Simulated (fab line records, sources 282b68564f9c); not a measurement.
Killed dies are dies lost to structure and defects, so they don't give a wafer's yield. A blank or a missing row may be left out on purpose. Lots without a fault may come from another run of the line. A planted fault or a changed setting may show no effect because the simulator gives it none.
A struck lot beside a sound one | flow rit_cmos | 27 steps out of a route of 202
Sound: wafers L333.1, L333.2, L333.6. Struck: wafers L344.3, L344.5, L344.6. The cause comes at the end.
At each step with rows: each side's tool, then ch and its chambers, then its first start. Under that, the readings that differ: sound wafers | struck wafers | difference of the means | sigmas: that difference in standard deviations of wafers without a fault.
alike: readings whose means differ by less than 2 such deviations, and words and numbers that are the same on both sides. not compared: withheld readings, readings that some wafer has no value for, bounds like >300 that may hide the same value, and numbers for which the record gives no deviation and whose values overlap.
The two part at a step that has a row with sigmas, a row that says differs or no value, or rows on one side only. Numbers that don't overlap but have no deviation are shown without sigmas and don't part them. A reading that every wafer of one side lacks parts them only if that side has two wafers or more.

first, 1 step without rows for these wafers: RIT_ACTIVE_OXIDATION_01 (target thk 46.8 nm, ox time 3360 s).
RIT_ACTIVE_THK_MEAS_02:
  sound on film_metro-02, day 2 14:11; struck on film_metro-02, day 4 20:04
  alike: ACTIVE_OXIDE_THK
then, 1 step without rows for these wafers: RIT_ACTIVE_CVD_03 (deposits Si3N4 from SiH2Cl2/NH3, target thk 150 nm, time 1500 s).
RIT_ACTIVE_THK_MEAS_04:
  sound on film_metro-03, day 2 15:40; struck on film_metro-01, day 4 21:33
  alike: ACTIVE_NITRIDE_THK
then, 6 steps without rows for these wafers: RIT_ACTIVE_HMDS_05 (prime time 60 s); RIT_ACTIVE_COAT_06 (resist thk 1000 nm); RIT_ACTIVE_SOFTBAKE_07 (time 60 s); RIT_ACTIVE_EXPOSE_08 (exposes mask M1, target cd 1400 nm); RIT_ACTIVE_PEB_09; RIT_ACTIVE_DEVELOP_10 (develop time 50 s).
RIT_ACTIVE_CD_MEAS_11: target cd 1400 nm.
  sound on cd_sem-01, day 2 16:35; struck on cd_sem-02, day 4 22:41
  alike: cd_nm
then, 1 step without rows for these wafers: RIT_ACTIVE_HARDBAKE_12 (time 60 s).
RIT_ACTIVE_ETCH_13: etches Si3N4 in SF6, stops on SiO2, time 210 s, target depth 210 nm.
  sound on rie_diel-04 ch 1,3, day 2 16:51; struck on rie_diel-04 ch 0,1, day 4 22:55
  reading                                     | sound             | struck            | difference | sigmas
  oes_product_au (a.u.)                       | 0.818 0.819 0.816 | 0.883 0.899 0.889 | +0.073     | +5
  model.NOVOLAK_of_ACTIVE_COAT_06.thk_nm (nm) | 652.1 662.9 649.6 | 684.9 688.2 690.8 | +33.1      |
  model.ACTIVE.feature_depth_nm (nm)          | 150.7 149.3 150.8 | 149.1 147.1 147.8 | -2.3       |
  alike: chamber_pressure_mTorr, drypump_motor_current_A, throttle_valve_pct
  not compared: rf_hours_counter_h, model.SiO2_of_ACTIVE_OXIDATION_01.thk_nm
RIT_ACTIVE_STRIP_14: strips in O2, time 180 s.
  sound on plasma_asher-01 ch 0,1, day 2 16:59; struck on plasma_asher-04 ch 0,1, day 4 23:06
  alike: chamber_pressure_mTorr, drypump_motor_current_A
  not compared: rf_hours_counter_h
RIT_ACTIVE_CD_MEAS_90: target cd 1400 nm.
  sound on cd_sem-01, day 2 17:10; struck on cd_sem-01, day 4 23:16
  alike: cd_nm
then, 4 steps without rows for these wafers: RIT_ACTIVE_CLEAN_15 (cleans in SC1, time 600 s); RIT_ACTIVE_CLEAN_16 (cleans in dHF, time 30 s); RIT_ACTIVE_CLEAN_17 (cleans in SC2, time 600 s); RIT_FOX1_OXIDATION_00 (target thk 350.7 nm, ox time 1130 s).
RIT_FOX1_THK_MEAS_01:
  sound on film_metro-04, day 2 19:14; struck on film_metro-04, day 5 02:27
  alike: FOX1_OXIDE_THK
then, 2 steps without rows for these wafers: RIT_FOX1_WET_ETCH_02 (etches SiO2 in BOE, target depth 350 nm, time 390 s); RIT_FOX2_OXIDATION_00 (target thk 350.7 nm, ox time 1130 s).
RIT_FOX2_THK_MEAS_01:
  sound on film_metro-02, day 2 22:59; struck on film_metro-02, day 5 03:56
  alike: FOX2_OXIDE_THK
then, 1 step without rows for these wafers: RIT_FOX2_CLEAN_02 (cleans in dHF, time 180 s).
RIT_FOX2_WET_ETCH_03: etches Si3N4 in H3PO4, target depth 195 nm, time 2700 s.
  sound on wet_bench-04 ch 2, day 2 23:06; struck on wet_bench-04 ch 0, day 5 04:02
  not compared: model.SiO2_of_ACTIVE_OXIDATION_01.thk_nm
RIT_FOX2_THK_MEAS_90:
  sound on film_metro-03, day 2 23:55; struck on film_metro-03, day 5 04:49
  alike: FIELD_OXIDE_LEFT_1_THK
RIT_M1_PROBE_99:
  sound on prober-01, day 4 17:25; struck on prober-01, day 6 19:32
  alike: killed_at_contacts, killed_at_front_end, killed_dies, killed_on_rim, killed_open, killed_short

WHERE THEY PART
Only at RIT_ACTIVE_ETCH_13, within this record. Later steps at which nothing parts them and some readings are alike: RIT_ACTIVE_STRIP_14, RIT_ACTIVE_CD_MEAS_90, RIT_FOX1_THK_MEAS_01, RIT_FOX2_THK_MEAS_01, RIT_FOX2_THK_MEAS_90, RIT_M1_PROBE_99.

WHY: what the simulator had put in
Process parameter drift: rie_diel-04, from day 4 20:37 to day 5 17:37, at RIT_ACTIVE_ETCH_13. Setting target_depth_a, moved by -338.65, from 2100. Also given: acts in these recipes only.
